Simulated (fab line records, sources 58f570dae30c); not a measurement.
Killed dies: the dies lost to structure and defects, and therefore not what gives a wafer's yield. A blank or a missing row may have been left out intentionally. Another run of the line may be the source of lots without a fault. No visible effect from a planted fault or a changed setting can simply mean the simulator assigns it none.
fab line records	flow berkeleyCmos170
record: lots: 14	wafers: 42	lastDay: 12
route steps=331 shown PWELL@47 ACTIVE@73 NLDD@166 PSD@184
lots that met no fault: taken from a fault-free run of the same line
startH: hours from the record's first day to the start of the lot's first wafer shown	waitH: hours from the lot's prior step to this one	" identical to the entry in the row above	L1.1+2: several wafers, shown together as one row	- either no value or no given start	* or withheld: withheld	< > ~ a bound
route shown NAME@n: a module of which the file shows steps, and the number in the route of the first	usual: the fault-free wafers' mean and standard deviation	same: alike in all rows	chamber/n: place in a boat	sites: the reading at each site	_std_site: the values' standard deviation	_edge_site: the outer-site mean with the inner-site mean subtracted	radiusMm: how far each site lies from the wafer's centre	mask NAME#n: copy n	behind: tool/chamber where the wafer was last shaped	hold: cause of the lot's hold/its duration in hours/its outcome	device: the transistor (n, p or np) that didn't switch	end of line: the route-end tests of the same wafers	step lacking rows: just its recipe	killed: dies that structure and defects cost at the first sort, which is not the same as the wafer's yield	map: dies across one wafer; x = killed, . = not, _ = none there
set.NAME: the run value of the setting; set.NAME@STEP: its run value at that earlier step	model.NAME: the simulator's own value behind a step, which no gauge read
one table for each step of the route and one row for each wafer, over a sample of lots
services: when a tool's chamber went out of use (startH, in hours from the record's first day, below 0 if earlier), for how many hours, and the reason
== steps ==
step: UCB170_PWELL_OVL_MEAS_13
usual: PWELL_OVL: 2/5.7
lot.wafer	tool	chamber	startH	waitH	PWELL_OVL[nm]
L839.4	overlay-01	-	61.97	-	8
L839.5	"	-	"	"	13
L839.6	"	-	"	"	16
L840.2	overlay-02	-	69.29	-	-3
L840.3	"	-	"	"	-2
L840.6	"	-	"	"	-8
L842.2	overlay-02	-	71.87	-	12
L842.3	"	-	"	"	4
L842.5	"	-	"	"	0
L843.2	overlay-01	-	86.72	-	-1
L843.3	"	-	"	"	-8
L843.5	"	-	"	"	0
L845.1	overlay-01	-	89.99	-	-10
L845.2	"	-	"	"	-3
L845.5	"	-	"	"	-2
L847.1	overlay-01	-	97.76	-	3
L847.2	"	-	"	"	-2
L847.3	"	-	"	"	-3
L848.1	overlay-01	-	98.03	-	1
L848.3	"	-	"	"	-9
L848.5	"	-	"	"	-2
L849.4	overlay-01	-	98.74	-	-5
L849.5	"	-	"	"	0
L849.6	"	-	"	"	-3
L851.3	overlay-02	-	122.46	-	1
L851.4	"	-	"	"	7
L851.6	"	-	"	"	-1
L853.2	overlay-01	-	128.14	-	6
L853.4	"	-	"	"	6
L853.6	"	-	"	"	9
L856.1	overlay-01	-	143.67	-	3
L856.3	"	-	"	"	1
L856.5	"	-	"	"	-3
L857.2	overlay-02	-	143.96	-	3
L857.3	"	-	"	"	7
L857.5	"	-	"	"	8
L855.2	overlay-01	-	144.13	-	-7
L855.4	"	-	"	"	5
L855.5	"	-	"	"	9
L862.2	overlay-02	-	168.18	-	9
L862.3	"	-	"	"	3
L862.5	"	-	"	"	0
step: UCB170_ACTIVE_CD_MEAS_13
recipe: targetCdNm: 1200
usual: cdNm: 1199.8/1.4
lot.wafer	tool	chamber	startH	waitH	cdNm
L839.4	cdSem-01	-	105.63	-	1198.5
L839.5	"	-	"	"	1199.4
L839.6	"	-	"	"	1199.8
L842.2	cdSem-01	-	106.12	-	1200.5
L842.3	"	-	"	"	1200.0
L842.5	"	-	"	"	1200.9
L840.2	cdSem-02	-	106.39	-	1199.4
L840.3	"	-	"	"	1200.6
L840.6	"	-	"	"	1199.0
L845.1	cdSem-01	-	114.86	-	1200.2
L845.2	"	-	"	"	1199.5
L845.5	"	-	"	"	1200.0
L843.2	cdSem-01	-	115.61	-	1201.5
L843.3	"	-	"	"	1200.3
L843.5	"	-	"	"	1199.5
L847.1	cdSem-01	-	129.43	-	1199.3
L847.2	"	-	"	"	1201.3
L847.3	"	-	"	"	1200.8
L849.4	cdSem-02	-	140.18	-	1199.3
L849.5	"	-	"	"	1199.7
L849.6	"	-	"	"	1200.9
L848.1	cdSem-02	-	140.61	-	1199.8
L848.3	"	-	"	"	1199.4
L848.5	"	-	"	"	1197.8
L851.3	cdSem-02	-	155.66	-	1200.7
L851.4	"	-	"	"	1199.8
L851.6	"	-	"	"	1199.5
L853.2	cdSem-01	-	156.28	-	1199.4
L853.4	"	-	"	"	1199.3
L853.6	"	-	"	"	1200.1
L856.1	cdSem-02	-	176.95	-	1199.3
L856.3	"	-	"	"	1199.9
L856.5	"	-	"	"	1199.6
L857.2	cdSem-02	-	177.12	-	1197.9
L857.3	"	-	"	"	1196.6
L857.5	"	-	"	"	1197.7
L855.2	cdSem-02	-	177.24	-	1201.5
L855.4	"	-	"	"	1201.2
L855.5	"	-	"	"	1199.4
L862.2	cdSem-01	-	198.52	-	1200.1
L862.3	"	-	"	"	1200.2
L862.5	"	-	"	"	1199.9
step: UCB170_NLDD_IMPLANT_08
recipe: species: As	doseCm2: 5e+13	energyKev: 30	tiltDeg: 7	rotationDeg: 0
usual: doseIonsCm2: 5.001e+13/5.7e+10	faradayCurrentUA: 159/3.2
lot.wafer	tool	chamber	startH	waitH	doseIonsCm2	faradayCurrentUA
L842.2	implanter-04	0	165.34	0.0	4.997e+13	156
L842.3	"	0	"	"	4.993e+13	158
L842.5	"	0	"	"	4.995e+13	165
L839.4	implanter-03	0	165.67	0.1	5.007e+13	157
L839.5	"	0	"	"	5.001e+13	156
L839.6	"	0	"	"	5.011e+13	164
L840.2	implanter-03	0	166.55	0.0	5.012e+13	162
L840.3	"	0	"	"	5.008e+13	161
L840.6	"	0	"	"	4.998e+13	158
L845.1	implanter-04	0	176.54	0.1	4.997e+13	155
L845.2	"	0	"	"	5.009e+13	163
L845.5	"	0	"	"	5e+13	160
L843.2	implanter-04	0	183.14	0.0	5e+13	152
L843.3	"	0	"	"	4.998e+13	156
L843.5	"	0	"	"	4.994e+13	160
L847.1	implanter-03	0	183.30	0.0	4.996e+13	159
L847.2	"	0	"	"	5.012e+13	159
L847.3	"	0	"	"	5.005e+13	164
L848.1	implanter-03	0	195.51	0.0	4.999e+13	157
L848.3	"	0	"	"	5e+13	154
L848.5	"	0	"	"	5.003e+13	154
L849.4	implanter-04	0	195.90	0.1	4.994e+13	157
L849.5	"	0	"	"	5.01e+13	166
L849.6	"	0	"	"	5e+13	160
L851.3	implanter-03	0	209.54	0.1	5.001e+13	165
L851.4	"	0	"	"	4.999e+13	157
L851.6	"	0	"	"	5e+13	154
L853.2	implanter-02	0	210.89	0.0	5.001e+13	164
L853.4	"	0	"	"	5.004e+13	156
L853.6	"	0	"	"	4.997e+13	154
L856.1	implanter-03	0	241.17	0.0	4.998e+13	162
L856.3	"	0	"	"	4.993e+13	152
L856.5	"	0	"	"	4.998e+13	157
L855.2	implanter-02	0	241.59	0.0	5.002e+13	155
L855.4	"	0	"	"	5.004e+13	152
L855.5	"	0	"	"	5.005e+13	155
L857.2	implanter-04	0	242.05	0.1	3.906e+13	119
L857.3	"	0	"	"	3.894e+13	130
L857.5	"	0	"	"	3.894e+13	124
L862.2	implanter-04	0	256.11	0.0	3.902e+13	121
L862.3	"	0	"	"	3.899e+13	125
L862.5	"	0	"	"	3.903e+13	122
step: UCB170_NLDD_TW_MEAS_11
usual: NLDD_TW: 2211/21
lot.wafer	tool	chamber	startH	waitH	NLDD_TW
L842.2	filmMetro-01	-	165.73	0.1	2183
L842.3	"	-	"	"	2191
L842.5	"	-	"	"	2178
L839.4	filmMetro-01	-	166.02	0.1	2193
L839.5	"	-	"	"	2178
L839.6	"	-	"	"	2178
L840.2	filmMetro-04	-	166.93	0.1	2250
L840.3	"	-	"	"	2251
L840.6	"	-	"	"	2242
L845.1	filmMetro-04	-	176.94	0.1	2219
L845.2	"	-	"	"	2224
L845.5	"	-	"	"	2223
L843.2	filmMetro-01	-	183.53	0.1	2184
L843.3	"	-	"	"	2179
L843.5	"	-	"	"	2186
L847.1	filmMetro-04	-	183.70	0.1	2227
L847.2	"	-	"	"	2226
L847.3	"	-	"	"	2224
L848.1	filmMetro-04	-	195.91	0.1	2219
L848.3	"	-	"	"	2222
L848.5	"	-	"	"	2224
L849.4	filmMetro-01	-	196.25	0.1	2200
L849.5	"	-	"	"	2206
L849.6	"	-	"	"	2209
L851.3	filmMetro-04	-	209.91	0.1	2224
L851.4	"	-	"	"	2228
L851.6	"	-	"	"	2219
L853.2	filmMetro-01	-	211.34	0.1	2205
L853.4	"	-	"	"	2195
L853.6	"	-	"	"	2196
L856.1	filmMetro-04	-	241.57	0.1	2248
L856.3	"	-	"	"	2249
L856.5	"	-	"	"	2235
L855.2	filmMetro-03	-	241.97	0.1	2220
L855.4	"	-	"	"	2209
L855.5	"	-	"	"	2217
L857.2	filmMetro-01	-	242.71	0.1	2126
L857.3	"	-	"	"	2116
L857.5	"	-	"	"	2121
L862.2	filmMetro-03	-	256.50	0.1	2151
L862.3	"	-	"	"	2153
L862.5	"	-	"	"	2157
step: UCB170_PSD_STRIP_09
recipe: chemistry: O2	powerW: 400	pressureMtorr: 3500	platenTempC: withheld	o2FlowSccm: 400	overashFraction: 0.5
usual: drypumpMotorCurrentA: 5.8/0.44	o2FlowSccm: 399.7/1.2	oesProductAu: 0.600/0.0049	stripTimeToEndpointS: 29.35/0.098
lot.wafer	tool	chamber	startH	waitH	drypumpMotorCurrentA	o2FlowSccm	oesProductAu	rfHoursCounterH	stripTimeToEndpointS
L842.2	plasmaAsher-04	0	172.15	0.1	5.5	399.3	0.614	45	29.57
L842.3	"	0	"	"	5.6	399.6	0.599	-	29.49
L842.5	"	0	"	"	5.6	400.0	0.597	-	29.51
L839.4	plasmaAsher-04	0	172.91	0.1	5.6	398.5	0.603	-	29.30
L839.5	"	1	"	"	5.4	399.3	0.603	-	29.30
L839.6	"	0	"	"	5.6	397.8	0.602	-	29.40
L840.2	plasmaAsher-02	0	173.15	0.1	6.1	401.5	0.595	45	29.39
L840.3	"	1	"	"	6.3	400.0	0.609	-	29.37
L840.6	"	0	"	"	6.2	401.0	0.604	-	29.35
L845.1	plasmaAsher-02	0	183.40	0.1	6.2	401.2	0.606	47	29.48
L845.2	"	1	"	"	6.3	401.3	0.600	47	29.49
L845.5	"	0	"	"	6.1	401.4	0.606	-	29.54
L843.2	plasmaAsher-04	0	190.45	0.1	5.6	399.0	0.589	48	29.30
L843.3	"	0	"	"	5.6	400.5	0.599	-	29.28
L843.5	"	0	"	"	5.6	398.6	0.606	-	29.25
L847.1	plasmaAsher-04	1	190.62	0.1	5.5	401.1	0.606	49	29.38
L847.2	"	0	"	"	5.5	401.3	0.601	49	29.37
L847.3	"	0	"	"	5.6	398.7	0.594	-	29.35
L848.1	plasmaAsher-02	0	204.56	0.1	6.1	400.2	0.595	50	29.41
L848.3	"	0	"	"	6.1	399.6	0.597	-	29.40
L848.5	"	0	"	"	6.1	400.1	0.602	-	29.38
L849.4	plasmaAsher-04	1	204.99	0.1	5.4	399.4	0.602	-	29.37
L849.5	"	1	"	"	5.5	399.0	0.600	-	29.32
L849.6	"	0	"	"	5.6	399.7	0.600	-	29.29
L851.3	plasmaAsher-02	1	216.51	0.1	6.4	400.7	0.604	-	29.43
L851.4	"	0	"	"	6.2	401.0	0.602	-	29.42
L851.6	"	1	"	"	6.4	400.4	0.606	-	29.48
L853.2	plasmaAsher-02	0	216.75	0.1	6.2	399.6	0.607	52	29.17
L853.4	"	1	"	"	6.3	399.5	0.601	-	29.08
L853.6	"	0	"	"	6.1	401.8	0.601	-	29.18
L856.1	plasmaAsher-04	0	248.71	0.1	5.5	399.5	0.605	54	29.35
L856.3	"	1	"	"	5.5	400.4	0.598	-	29.36
L856.5	"	1	"	"	5.5	398.1	0.601	-	29.40
L855.2	plasmaAsher-02	1	249.07	0.1	6.3	399.3	0.602	56	29.40
L855.4	"	0	"	"	6.1	400.1	0.603	-	29.33
L855.5	"	1	"	"	6.3	401.3	0.593	-	29.41
L857.2	plasmaAsher-03	1	249.62	0.1	6.4	398.9	0.608	48	29.36
L857.3	"	1	"	"	6.4	397.8	0.602	-	29.38
L857.5	"	1	"	"	6.4	399.3	0.606	-	29.37
L862.2	plasmaAsher-03	1	264.37	0.1	6.4	402.5	0.601	50	29.38
L862.3	"	0	"	"	5.2	399.1	0.594	-	29.32
L862.5	"	1	"	"	6.4	400.5	0.603	-	29.38
step: UCB170_SDANNEAL_RS_MEAS_05
recipe: thkMeasGauge: four-point-probe
usual: NLDD_RS: 616.2/1.3
lot.wafer	tool	chamber	startH	waitH	NLDD_RS[ohm/sq]
L842.2	filmMetro-01	-	178.90	0.1	617.2
L842.3	"	-	"	"	618.0
L842.5	"	-	"	"	618.3
L839.4	filmMetro-04	-	179.28	0.1	616.1
L839.5	"	-	"	"	617.4
L839.6	"	-	"	"	617.2
L840.2	filmMetro-01	-	179.62	0.1	614.9
L840.3	"	-	"	"	615.5
L840.6	"	-	"	"	615.8
L845.1	filmMetro-01	-	188.55	0.1	616.0
L845.2	"	-	"	"	616.7
L845.5	"	-	"	"	612.9
L843.2	filmMetro-01	-	195.14	0.1	616.5
L843.3	"	-	"	"	616.5
L843.5	"	-	"	"	615.6
L847.1	filmMetro-01	-	196.09	0.1	618.1
L847.2	"	-	"	"	616.2
L847.3	"	-	"	"	618.0
L848.1	filmMetro-04	-	210.82	0.1	617.8
L848.3	"	-	"	"	616.8
L848.5	"	-	"	"	616.2
L849.4	filmMetro-01	-	211.81	0.1	617.1
L849.5	"	-	"	"	616.0
L849.6	"	-	"	"	617.6
L851.3	filmMetro-01	-	221.21	0.1	614.5
L851.4	"	-	"	"	612.8
L851.6	"	-	"	"	613.0
L853.2	filmMetro-01	-	221.67	0.1	617.6
L853.4	"	-	"	"	616.4
L853.6	"	-	"	"	616.6
L856.1	filmMetro-03	-	252.08	0.1	617.8
L856.3	"	-	"	"	618.9
L856.5	"	-	"	"	618.6
L855.2	filmMetro-04	-	252.58	0.1	617.8
L855.4	"	-	"	"	616.5
L855.5	"	-	"	"	616.5
L857.2	filmMetro-03	-	253.19	0.1	666.0
L857.3	"	-	"	"	665.6
L857.5	"	-	"	"	666.9
L862.2	filmMetro-01	-	269.26	0.1	664.2
L862.3	"	-	"	"	666.5
L862.5	"	-	"	"	667.2
== services ==
tool	chamber	startH	hours	kind
implanter-04	-	159.64	4.0	repair
plasmaAsher-03	-	164.46	28.1	pm
implanter-04	-	171.48	3.4	repair
implanter-02	-	171.73	14.9	pm
plasmaAsher-03	-	206.47	0.7	repair
plasmaAsher-04	-	216.57	15.6	pm
implanter-04	-	233.08	3.2	repair
== key ==
firstSign: step: UCB170_NLDD_IMPLANT_08	reading: doseIonsCm2	direction: down	sigmas: 99+	usual: 5.001e+13	struck: 3.899e+13
effect: step: UCB170_NLDD_IMPLANT_08	reading: faradayCurrentUA	direction: down	sigmas: 11	usual: 159	struck: 123
effect: step: UCB170_NLDD_TW_MEAS_11	reading: NLDD_TW	direction: down	sigmas: 3.5	usual: 2211	struck: 2137
effect: step: UCB170_SDANNEAL_RS_MEAS_05	reading: NLDD_RS	direction: up	sigmas: 38	usual: 616.2	struck: 666.1
metAt UCB170_NLDD_IMPLANT_08
struckLots L857,L862
testerLeftOut L857,L862
notActingAt UCB170_PWELL_OVL_MEAS_13,UCB170_ACTIVE_CD_MEAS_13,UCB170_PSD_STRIP_09
onsetBetween 195.90 242.05
fault: kind: processParameterDrift	tool: implanter-04	chamber: -	onsetH: 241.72	steps: UCB170_NLDD_IMPLANT_08	channel: doseCm2	offset: -1.1e+13	shape: step	endH: 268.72	actsIn: theseRecipesOnly	stated: 5e+13
testerLeftOut: of these lots the tester's yield and bins aren't shown, on N5 and GAA mostly nor the transistor test; their killed dies are dies lost to structure and defects alone, not to doping, threshold or leakage, so they don't give the yield
